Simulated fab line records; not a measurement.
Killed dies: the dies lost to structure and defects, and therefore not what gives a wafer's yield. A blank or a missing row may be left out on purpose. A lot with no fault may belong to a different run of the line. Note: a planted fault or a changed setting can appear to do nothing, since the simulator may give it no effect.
A struck lot beside a sound one -- flow berkeleyCmos170 -- 15 steps out of a route of 331
Sound: the wafers L485.2, L485.3, L485.5. The struck wafers were L492.2, L492.5, L492.6. The cause comes at the end.
Order at every step that has rows: each side's tool, ch and its chambers, its first start. Under that, the readings that differ: sound wafers -- struck wafers -- difference of the means -- sigmas: that difference in standard deviations of wafers without a fault.
alike: a reading whose means differ by less than 2 such deviations, as well as words and numbers matching on both sides. not compared: withheld readings; readings where some wafer has no value; bounds like >300 that might hide an equal value; numbers whose values overlap and for which the record gives no deviation.
Wherever a step has rows on one side only, a row that says differs or no value, or a row with sigmas, the two part there. Numbers that have no deviation but don't overlap get no sigmas and don't part them. A reading missing from all wafers of one side parts the sides only when that side holds two or more wafers.

UCB170_NWELL_THK_MEAS_02:
  struck on filmMetro-04, day 5 10:13; sound on filmMetro-03, day 3 23:55
  alike: NWELL_OXIDE_THK
then, 2 steps without rows for these wafers: UCB170_NWELL_ANNEAL_03 (time 900 s); UCB170_NWELL_CVD_04 (deposits Si3N4 from SiH2Cl2/NH3, target thk 224 nm, time 3360 s).
UCB170_NWELL_THK_MEAS_05:
  struck on filmMetro-04, day 5 19:54; sound on filmMetro-03, day 4 06:29
  alike: NWELL_NITRIDE_THK
then, 6 steps without rows for these wafers: UCB170_NWELL_HMDS_06 (prime time 60 s); UCB170_NWELL_COAT_07 (resist thk 900 nm); UCB170_NWELL_SOFTBAKE_08 (time 60 s); UCB170_NWELL_EXPOSE_09 (exposes mask NWELL, target cd 3000 nm); UCB170_NWELL_PEB_10; UCB170_NWELL_DEVELOP_11 (develop time 45 s).
UCB170_NWELL_OVL_MEAS_12:
  struck on overlay-02, day 5 20:48; sound on overlay-01, day 4 07:37
  alike: NWELL_OVL
UCB170_NWELL_ETCH_13: etches Si3N4 in CH3F/Ar/O2, stops on SiO2, target depth 246.4 nm, time 154 s.
  sound on rieDiel-02 ch 0,2, day 4 07:39; struck on rieDiel-02 ch 1,2,3, day 5 20:50
  alike: CH3F_flow_sccm, drypumpMotorCurrentA, oesProductAu, throttleValvePct
  not compared: rfHoursCounterH
UCB170_NWELL_IMPLANT_14:
  sound on implanter-04 ch 0, day 4 07:47; struck on implanter-02 ch 0, day 5 20:58
reading,sound,struck,difference,sigmas
tiltDeg (degrees),7.001 7.002 6.991,6.204 6.194 6.219,-0.792,-42
  alike: beamEnergyKeV, beamOnS, endStationPressureTorr
UCB170_NWELL_STRIP_15: strips in O2.
  sound on plasmaAsher-04 ch 1, day 4 07:55; struck on plasmaAsher-03 ch 0,1, day 5 21:05
  alike: drypumpMotorCurrentA, oesProductAu, stripTimeToEndpointS
  not compared: rfHoursCounterH
UCB170_M3_PROBE_99:
  sound wafers here have rows in the record (prober-02, day 10 17:17); struck ones have none

## WHERE THEY PART
Earliest at UCB170_NWELL_IMPLANT_14; latest, in this record, at UCB170_M3_PROBE_99.

WHY: what had been put in by the simulator
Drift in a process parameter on implanter-02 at UCB170_NWELL_IMPLANT_14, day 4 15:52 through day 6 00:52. The setting tiltDeg was moved by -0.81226, starting from 7. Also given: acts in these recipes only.
